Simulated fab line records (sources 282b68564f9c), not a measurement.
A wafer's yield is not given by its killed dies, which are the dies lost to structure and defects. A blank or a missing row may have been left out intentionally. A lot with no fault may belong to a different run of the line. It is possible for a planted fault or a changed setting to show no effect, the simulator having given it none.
Which tool is to blame? | flow rit-cmos | 7 lots, 21 wafers sampled, at 2 steps of a route of 202

## WHAT EACH GAUGE READ, for each wafer
RIT_NWELL_TW_MEAS_10.
lot  | measured    | on            | NWELL_TW
L694 | day 2 02:52 | film-metro-03 | 2199 2195 2195
L696 | day 2 14:11 | film-metro-04 | 2139 2140 2131
L698 | day 2 23:07 | film-metro-01 | 2131 2134 2134
L702 | day 3 23:27 | film-metro-01 | 2124 2127 2121
L709 | day 5 06:43 | film-metro-01 | 2502 2497 2498
L712 | day 5 21:37 | film-metro-03 | 2190 2189 2187
L715 | day 6 13:11 | film-metro-04 | 2129 2145 2123

## WHAT TOOL EACH LOT RAN ON (gives the tool, then ch and the chambers of the sampled wafers, and finally the start)
lot  | RIT_NWELL_IMPLANT_08
L694 | implanter-03 ch 0, day 2 02:32
L696 | implanter-02 ch 0, day 2 13:52
L698 | implanter-02 ch 0, day 2 22:47
L702 | implanter-02 ch 0, day 3 23:07
L709 | implanter-02 ch 0, day 5 06:23
L712 | implanter-04 ch 0, day 5 21:20
L715 | implanter-04 ch 0, day 6 12:54
- RIT_NWELL_IMPLANT_08

## THE ANSWER, worked out from the rows above alone
Rule: the lots themselves supply what counts as usual. Put in order of their means at a reading, lots are off if they are a third of the lots or fewer, leave a main group of 4 or more, and stand apart from it by a gap of 3 or more times the standard deviation of the main group's means; of several such gaps the widest counts. The tables above print the reading to a certain number of digits; a main group whose means all agree to those digits is not used. A lot without any number at a reading at which 4 lots or more have one is off too. The other lots that the step has rows for count as sound.
Off: at RIT_NWELL_TW_MEAS_10 (NWELL_TW), L709. For the main group the mean is 2152 and the standard deviation 29.
If a tool, at a process step before that reading, ran all the lots that are off and no sound lot after the first of them, it fits. The gauges at RIT_NWELL_TW_MEAS_10 are tried like those tools. Undecided on this evidence; 2 tools fit (implanter-02 at RIT_NWELL_IMPLANT_08, film-metro-01 at RIT_NWELL_TW_MEAS_10).

## WHAT WAS PUT IN BY THE SIMULATOR
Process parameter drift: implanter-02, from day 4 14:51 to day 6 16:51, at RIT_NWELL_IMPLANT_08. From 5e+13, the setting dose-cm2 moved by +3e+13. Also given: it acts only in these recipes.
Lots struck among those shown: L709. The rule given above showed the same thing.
